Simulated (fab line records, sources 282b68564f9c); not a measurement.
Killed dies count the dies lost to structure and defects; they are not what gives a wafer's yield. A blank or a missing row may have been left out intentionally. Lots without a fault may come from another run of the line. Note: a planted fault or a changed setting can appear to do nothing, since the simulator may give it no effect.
Check for tools in common :: flow rit_cmos :: 39 wafers sampled across 13 lots

== THE REASON FOR OPENING IT ==
At RIT_M1_CD_MEAS_09 the reading cd_nm is flagged on 1 of 13 lots. No-fault wafers: 2601.0 nm, standard deviation 2.7.
Rule: a lot is flagged when every wafer of it that has a number lies more than 4 standard deviations from that mean, or none has a number. The other lots count as sound.

lot: L321
measured: day 3 10:59
on: cd_sem-01
cd_nm (nm), wafer by wafer: 2602.9 2600.5 2601.5
flag: 

lot: L322
measured: day 3 18:37
on: cd_sem-02
cd_nm (nm), wafer by wafer: 2596.5 2597.0 2599.0
flag: 

lot: L324
measured: day 4 01:19
on: cd_sem-01
cd_nm (nm), wafer by wafer: 2748.9 2749.4 2749.2
flag: FLAGGED

lot: L325
measured: day 4 14:49
on: cd_sem-01
cd_nm (nm), wafer by wafer: 2599.3 2600.3 2600.7
flag: 

lot: L326
measured: day 4 19:51
on: cd_sem-01
cd_nm (nm), wafer by wafer: 2602.2 2600.7 2600.5
flag: 

lot: L328
measured: day 4 23:24
on: cd_sem-02
cd_nm (nm), wafer by wafer: 2601.5 2600.8 2600.5
flag: 

lot: L335
measured: day 6 09:04
on: cd_sem-02
cd_nm (nm), wafer by wafer: 2600.3 2601.3 2603.3
flag: 

lot: L336
measured: day 6 13:59
on: cd_sem-02
cd_nm (nm), wafer by wafer: 2600.1 2600.4 2597.7
flag: 

lot: L340
measured: day 7 12:41
on: cd_sem-01
cd_nm (nm), wafer by wafer: 2603.9 2602.7 2601.6
flag: 

lot: L341
measured: day 7 18:10
on: cd_sem-01
cd_nm (nm), wafer by wafer: 2600.9 2602.8 2601.6
flag: 

lot: L342
measured: day 8 03:37
on: cd_sem-02
cd_nm (nm), wafer by wafer: 2603.3 2603.0 2603.4
flag: 

lot: L343
measured: day 8 07:40
on: cd_sem-02
cd_nm (nm), wafer by wafer: 2596.3 2597.3 2595.5
flag: 

lot: L344
measured: day 8 11:23
on: cd_sem-01
cd_nm (nm), wafer by wafer: 2605.4 2604.2 2601.9
flag: 
The numbers of the flagged lots are 2749.2 nm on average: +148.2 nm against the usual, or +55 standard deviations.

== WHICH TOOL EACH LOT WENT THROUGH ==
The record keeps 1 process step preceding the reading, out of 202 steps on the route. Read each cell as the tool, then ch plus the chambers that the sampled wafers visited, then the start.
lot: L321
flag: 
RIT_M1_EXPOSE_06: iline_stepper-01 ch 0, day 3 10:34

lot: L322
flag: 
RIT_M1_EXPOSE_06: iline_stepper-01 ch 0, day 3 18:11

lot: L324
flag: FLAGGED
RIT_M1_EXPOSE_06: iline_stepper-01 ch 0, day 4 00:53

lot: L325
flag: 
RIT_M1_EXPOSE_06: iline_stepper-02 ch 0, day 4 14:23

lot: L326
flag: 
RIT_M1_EXPOSE_06: iline_stepper-02 ch 0, day 4 19:25

lot: L328
flag: 
RIT_M1_EXPOSE_06: iline_stepper-01 ch 0, day 4 22:58

lot: L335
flag: 
RIT_M1_EXPOSE_06: iline_stepper-01 ch 0, day 6 08:38

lot: L336
flag: 
RIT_M1_EXPOSE_06: iline_stepper-01 ch 0, day 6 13:33

lot: L340
flag: 
RIT_M1_EXPOSE_06: iline_stepper-01 ch 0, day 7 12:15

lot: L341
flag: 
RIT_M1_EXPOSE_06: iline_stepper-02 ch 0, day 7 17:44

lot: L342
flag: 
RIT_M1_EXPOSE_06: iline_stepper-01 ch 0, day 8 03:11

lot: L343
flag: 
RIT_M1_EXPOSE_06: iline_stepper-02 ch 0, day 8 07:14

lot: L344
flag: 
RIT_M1_EXPOSE_06: iline_stepper-01 ch 0, day 8 10:45
What the steps here do:
- RIT_M1_EXPOSE_06: exposes mask M12, target cd 2600 nm.
- RIT_M1_CD_MEAS_09: target cd 2600 nm.

== FLAGGED OVER TOTAL, TOOL BY TOOL (the gauges that took the reading come last) ==
step: RIT_M1_EXPOSE_06
tool: iline_stepper-01
lots run: 9
flagged: 1
share of the flagged lots: all
sound lots run after its first flagged lot: 6 (L328,L335,L336,L340,L342,L344)

step: RIT_M1_EXPOSE_06
tool: iline_stepper-02
lots run: 4
flagged: 0
share of the flagged lots: none
sound lots run after its first flagged lot: -

step: RIT_M1_CD_MEAS_09
tool: cd_sem-01
lots run: 7
flagged: 1
share of the flagged lots: all
sound lots run after its first flagged lot: 5 (L325,L326,L340,L341,L344)

step: RIT_M1_CD_MEAS_09
tool: cd_sem-02
lots run: 6
flagged: 0
share of the flagged lots: none
sound lots run after its first flagged lot: -

== WHAT THE TABLE PERMITS ==
In 2 table rows, all flagged lots were run: iline_stepper-01 (RIT_M1_EXPOSE_06), cd_sem-01 (RIT_M1_CD_MEAS_09).
- iline_stepper-01 at RIT_M1_EXPOSE_06 ran 9 lots, 1 of them flagged. After the first flagged lot (L328, L335, L336, L340, L342, L344), sound lots still ran on it; a lasting fault on the whole tool would not permit that.
- cd_sem-01 at RIT_M1_CD_MEAS_09 ran 7 lots, 1 of them flagged. After the first flagged lot (L325, L326, L340, L341, L344), sound lots still ran on it; a lasting fault on the whole tool would not permit that.
No row of the table ran every flagged lot and no sound lot after the first.

== WHAT WAS PUT IN BY THE SIMULATOR ==
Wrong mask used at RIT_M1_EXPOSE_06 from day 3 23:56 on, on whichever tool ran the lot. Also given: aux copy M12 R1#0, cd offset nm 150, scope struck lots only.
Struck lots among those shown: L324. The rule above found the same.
